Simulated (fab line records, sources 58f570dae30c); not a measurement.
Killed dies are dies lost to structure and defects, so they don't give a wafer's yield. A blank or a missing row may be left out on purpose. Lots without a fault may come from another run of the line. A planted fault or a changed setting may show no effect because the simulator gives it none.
Split-lot experiment | flow berkeley_cmos170 | 5 lots, 23 wafers read, on a route of 331 steps

THE SPLIT
At UCB170_PWELL_CVD_05 (deposits Si3N4 from SiH2Cl2/NH3, target thk 220 nm, time 3300 s), the setting time_s was moved away from the recipe's 3300 s on 10 of the 23 wafers read, by -6.0% to -4.8%. The other wafers ran this setting at the recipe's value.

The file shows no step between the split and the reading.

THE READING
PWELL_NITRIDE_THK, in nm, at UCB170_PWELL_THK_MEAS_06. Fault-free wafers of this fab line usually give 219.1 nm, standard deviation 1.7 nm.

wafer  | tool, chamber at the split | time_s as run, s | against the recipe | PWELL_NITRIDE_THK, nm | against lot-mates on the recipe
L074.1 | -, -                       | 3300             | recipe             | 220.6                 | -
L074.2 | -, -                       | 3300             | recipe             | 220.9                 | -
L074.4 | -, -                       | 3300             | recipe             | 219.8                 | -
L074.5 | -, -                       | 3300             | recipe             | 222.4                 | -
L074.6 | -, -                       | 3300             | recipe             | 218.5                 | -
L076.1 | -, -                       | 3300             | recipe             | 220.3                 | -
L076.3 | -, -                       | 3300             | recipe             | 220.1                 | -
L076.4 | -, -                       | 3300             | recipe             | 219.4                 | -
L076.5 | -, -                       | 3300             | recipe             | 221.4                 | -
L076.6 | -, -                       | 3300             | recipe             | 218.3                 | -
L080.1 | -, -                       | 3101             | -6.0%              | 204.6                 | no lot-mate on the recipe
L080.2 | -, -                       | 3101             | -6.0%              | 205.7                 | no lot-mate on the recipe
L080.3 | -, -                       | 3101             | -6.0%              | 205.6                 | no lot-mate on the recipe
L080.5 | -, -                       | 3101             | -6.0%              | 204.8                 | no lot-mate on the recipe
L080.6 | -, -                       | 3101             | -6.0%              | 205.9                 | no lot-mate on the recipe
L081.1 | -, -                       | 3140             | -4.8%              | 208.8                 | no lot-mate on the recipe
L081.2 | -, -                       | 3140             | -4.8%              | 209.4                 | no lot-mate on the recipe
L081.3 | -, -                       | 3140             | -4.8%              | 209.7                 | no lot-mate on the recipe
L081.4 | -, -                       | 3140             | -4.8%              | 210.1                 | no lot-mate on the recipe
L081.5 | -, -                       | 3140             | -4.8%              | 208.5                 | no lot-mate on the recipe
L084.3 | lpcvd-02, 0                | 3300             | recipe             | 218.5                 | -
L084.5 | lpcvd-02, 0                | 3300             | recipe             | 215.8                 | -
L084.6 | lpcvd-02, 0                | 3300             | recipe             | 216.8                 | -

THE FIT
A straight line over all 23 wafers: PWELL_NITRIDE_THK changes by +2.25 nm for each +1% of time_s; r = +0.97; the points scatter about the line by 1.5 nm.
Too few moved wafers have a lot-mate on the recipe to fit a line with each lot's own level taken away.

THE WHOLE CHAIN: every reading that the file lists as answering this split, in the file's order
step                     | what it does                                                    | reading                                                                       | change (the file's fit)              | r (the file's)
UCB170_PWELL_CVD_05      | deposits Si3N4 from SiH2Cl2/NH3, target thk 220 nm, time 3300 s | Si3N4_of_PWELL_CVD_05.thk_nm (the simulator's own value, which no gauge read) | +2.25 nm for each +1% of the setting | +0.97
UCB170_PWELL_THK_MEAS_06 |                                                                 | PWELL_NITRIDE_THK                                                             | +2.25 for each +1% of the setting    | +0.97

THE FILE'S OWN FIT
PWELL_NITRIDE_THK changes by +2.25 nm for each +1% of time_s, r = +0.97.
